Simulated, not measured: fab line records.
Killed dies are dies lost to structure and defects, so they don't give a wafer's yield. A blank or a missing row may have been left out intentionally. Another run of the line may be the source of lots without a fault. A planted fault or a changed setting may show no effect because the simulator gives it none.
Which tool was responsible?	flow berkeley-cmos170	14 lots with 42 wafers sampled at 6 steps, on a route of 331 steps

## WHAT THE GAUGES SHOWED, per wafer
UCB170_FIELD_THK_MEAS_02.
lot	measured	on	FIELD_OXIDE_THK (nm)
L759	day 5 12:41	film-metro-04	573 566 578
L758	day 5 12:43	film-metro-03	560 556 551
L763	day 6 03:56	film-metro-02	570 559 570
L762	day 6 03:58	film-metro-04	555 567 572
L766	day 6 19:02	film-metro-04	571 565 570
L767	day 6 19:02	film-metro-03	572 570 568
L765	day 6 19:05	film-metro-02	583 574 562
L764	day 6 19:06	film-metro-04	559 563 567
L768	day 7 07:12	film-metro-04	578 569 580
L774	day 8 19:27	film-metro-04	572 580 571
L775	day 9 07:38	film-metro-03	552 559 562
L776	day 9 07:39	film-metro-02	564 569 555
L780	day 9 18:09	film-metro-03	566 556 570
L781	day 10 03:11	film-metro-03	577 580 569

UCB170_GATE_THK_MEAS_02.
lot	measured	on	GATE_OXIDE_THK (nm)
L759	day 6 23:49	film-metro-02	6.48 6.46 6.61
L758	day 6 23:47	film-metro-01	6.73 6.83 6.76
L763	day 7 13:10	film-metro-03	6.70 6.63 6.74
L762	day 7 13:10	film-metro-02	6.60 6.74 6.58
L766	day 8 04:19	film-metro-03	6.42 6.54 6.45
L767	day 8 04:15	film-metro-01	6.53 6.74 6.62
L765	day 8 04:16	film-metro-03	6.44 6.51 6.50
L764	day 8 04:16	film-metro-02	6.44 6.49 6.47
L768	day 8 16:28	film-metro-01	6.79 6.90 6.75
L774	day 10 06:44	film-metro-01	6.33 6.47 6.36
L775	day 10 18:28	film-metro-03	6.61 6.57 6.58
L776	day 10 18:28	film-metro-01	6.69 6.61 6.68
L780	day 11 05:13	film-metro-02	6.48 6.33 6.38
L781	day 11 12:53	film-metro-01	6.77 6.59 6.66

UCB170_PLDD_TW_MEAS_11.
lot	measured	on	PLDD_TW
L759	day 7 11:07	film-metro-04	1013 1017 1018
L758	day 7 10:55	film-metro-04	1013 1015 1011
L763	day 7 23:38	film-metro-04	1014 1022 1014
L762	day 7 23:53	film-metro-04	1016 1015 1013
L766	day 8 15:33	film-metro-04	1014 1014 1011
L767	day 8 16:02	film-metro-04	1005 1003 1001
L765	day 8 15:48	film-metro-02	999 997 1001
L764	day 8 15:17	film-metro-01	1016 1017 1016
L768	day 9 10:37	film-metro-02	993 992 991
L774	day 10 17:45	film-metro-02	1036 1041 1036
L775	day 11 03:43	film-metro-02	991 997 991
L776	day 11 03:29	film-metro-04	1055 1051 1052
L780	day 11 17:25	film-metro-01	1009 1007 1011
L781	day 11 22:41	film-metro-02	983 989 991

UCB170_SDANNEAL_RS_MEAS_04: the measuring method here is four-point-probe.
lot	measured	on	PLDD_RS (ohm/sq)
L759	day 8 11:11	film-metro-04	1030.1 1029.5 1028.0
L758	day 8 10:08	film-metro-01	1032.7 1032.4 1030.0
L763	day 8 14:29	film-metro-01	1031.9 1031.8 1030.5
L762	day 8 14:50	film-metro-02	1034.1 1035.9 1032.3
L766	day 9 10:25	film-metro-04	1031.1 1031.9 1034.7
L767	day 9 10:40	film-metro-01	1032.9 1035.0 1034.9
L765	day 9 10:02	film-metro-02	1028.4 1029.8 1027.1
L764	day 9 09:17	film-metro-01	1035.1 1033.1 1034.0
L768	day 10 04:23	film-metro-04	1032.8 1031.6 1033.4
L774	day 11 07:46	film-metro-02	926.1 924.7 926.1
L775	day 11 18:01	film-metro-04	1028.8 1029.3 1030.9
L776	day 11 18:25	film-metro-01	924.4 924.3 923.8
L780	day 12 05:07	film-metro-02	1038.0 1036.1 1033.0
L781	day 12 10:42	film-metro-01	1036.1 1034.6 1035.9

## EACH LOT AND THE TOOL THAT RAN IT (in order: tool; ch and the chambers of the sampled wafers; start)
lot	UCB170_NVT_STRIP_08	UCB170_PLDD_IMPLANT_08
L759	plasma-asher-04 ch 0,1, day 6 14:22	implanter-03 ch 0, day 7 10:43
L758	plasma-asher-01 ch 0,1, day 6 13:52	implanter-01 ch 0, day 7 10:33
L763	plasma-asher-04 ch 0,1, day 7 06:44	implanter-04 ch 0, day 7 23:14
L762	plasma-asher-01 ch 0,1, day 7 06:58	implanter-01 ch 0, day 7 23:29
L766	plasma-asher-01 ch 0,1, day 7 20:17	implanter-03 ch 0, day 8 15:09
L767	plasma-asher-04 ch 0,1, day 7 19:53	implanter-01 ch 0, day 8 15:38
L765	plasma-asher-01 ch 1, day 7 19:41	implanter-04 ch 0, day 8 15:25
L764	plasma-asher-03 ch 0, day 7 20:02	implanter-01 ch 0, day 8 14:53
L768	plasma-asher-03 ch 0, day 8 10:32	implanter-03 ch 0, day 9 08:09
L774	plasma-asher-01 ch 0,1, day 9 21:36	implanter-04 ch 0, day 10 17:21
L775	plasma-asher-03 ch 0,1, day 10 09:48	implanter-01 ch 0, day 11 03:21
L776	plasma-asher-01 ch 0,1, day 10 09:59	implanter-04 ch 0, day 11 03:08
L780	plasma-asher-01 ch 0,1, day 10 21:20	implanter-03 ch 0, day 11 17:02
L781	plasma-asher-04 ch 0,1, day 11 02:41	implanter-03 ch 0, day 11 22:18
- UCB170_NVT_STRIP_08: strips in O2.
- UCB170_PLDD_IMPLANT_08

## WHAT THE TOOLS THEMSELVES READ (means of the sampled wafers that have a number; where no wafer has one, the mark that the record gives instead)
UCB170_NVT_STRIP_08.
lot	tool	drypump-motor-current-A (A)	oes-product-au (a.u.)	strip-time-to-endpoint-s (s)
L759	plasma-asher-04	5.6	0.740	21.70
L758	plasma-asher-01	5.9	0.732	21.61
L763	plasma-asher-04	5.6	0.732	21.60
L762	plasma-asher-01	5.8	0.737	21.61
L766	plasma-asher-01	6.2	0.740	21.71
L767	plasma-asher-04	5.1	0.730	21.61
L765	plasma-asher-01	5.5	0.734	21.70
L764	plasma-asher-03	5.9	0.738	21.63
L768	plasma-asher-03	5.9	0.736	21.58
L774	plasma-asher-01	5.9	0.736	21.59
L775	plasma-asher-03	5.6	0.739	21.58
L776	plasma-asher-01	5.9	0.736	21.59
L780	plasma-asher-01	5.9	0.734	21.50
L781	plasma-asher-04	5.6	0.730	21.65

UCB170_PLDD_IMPLANT_08.
lot	tool	dose-ions-cm2	faraday-current-uA
L759	implanter-03	5.002e+13	157
L758	implanter-01	5.000e+13	156
L763	implanter-04	4.998e+13	159
L762	implanter-01	4.998e+13	157
L766	implanter-03	4.995e+13	158
L767	implanter-01	4.993e+13	159
L765	implanter-04	4.998e+13	158
L764	implanter-01	4.996e+13	158
L768	implanter-03	4.995e+13	159
L774	implanter-04	6.496e+13	202
L775	implanter-01	4.997e+13	160
L776	implanter-04	6.496e+13	200
L780	implanter-03	5.002e+13	158
L781	implanter-03	4.999e+13	157

## THE ANSWER, worked out from the rows above alone
Rule: usual is defined by the lots themselves. The widest of any qualifying gaps counts: lots, ordered by their means at a reading, are off when they make up no more than a third of the lots, leave a main group of 4 or more, and stand apart from it by 3 or more times the standard deviation of that group's means. The tables above print the reading to a certain number of digits; a main group whose means all agree to those digits is not used. Also off: a lot with no number at a reading for which 4 or more lots have one. Where the step has rows for the other lots, those lots are counted as sound. The gauges are gone through in route order, then the tools' own readings, and for those a lot's mean is taken as printed above. The first step at which some lot is off is used, and at that step the reading that is off furthest; a lot without a number counts as furthest.
Off: L774, L776, seen at UCB170_SDANNEAL_RS_MEAS_04 (PLDD_RS). The main group has a mean of 1032.4 ohm/sq with a standard deviation of 2.3.
A tool fits if, at a process step before that reading, it ran every lot that is off, and no sound lot after the first of them. Not tried: the gauges at UCB170_SDANNEAL_RS_MEAS_04; whatever is off there is also off at UCB170_PLDD_IMPLANT_08, on other tools, and gauge error can't account for it. One candidate fits, namely implanter-04 at UCB170_PLDD_IMPLANT_08. Its last sound lot is L765 (day 8 15:25), its first lot that is off L774 (day 10 17:21): a fault that began between those two fits.
The tool's own readings at UCB170_PLDD_IMPLANT_08 bear it out: on the lots that are off they differ by more than 5 times the standard deviation of the sound lots' means. dose-ions-cm2 reads 6.496e+13 there against 4.998e+13 on the sound lots; faraday-current-uA reads 201 there against 158 on the sound lots.

## WHAT WAS PUT IN BY THE SIMULATOR
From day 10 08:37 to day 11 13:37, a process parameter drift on implanter-04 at UCB170_PLDD_IMPLANT_08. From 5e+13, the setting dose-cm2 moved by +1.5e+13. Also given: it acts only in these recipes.
Shown lots that were struck: L774, L776. This agrees with what the rule above found.
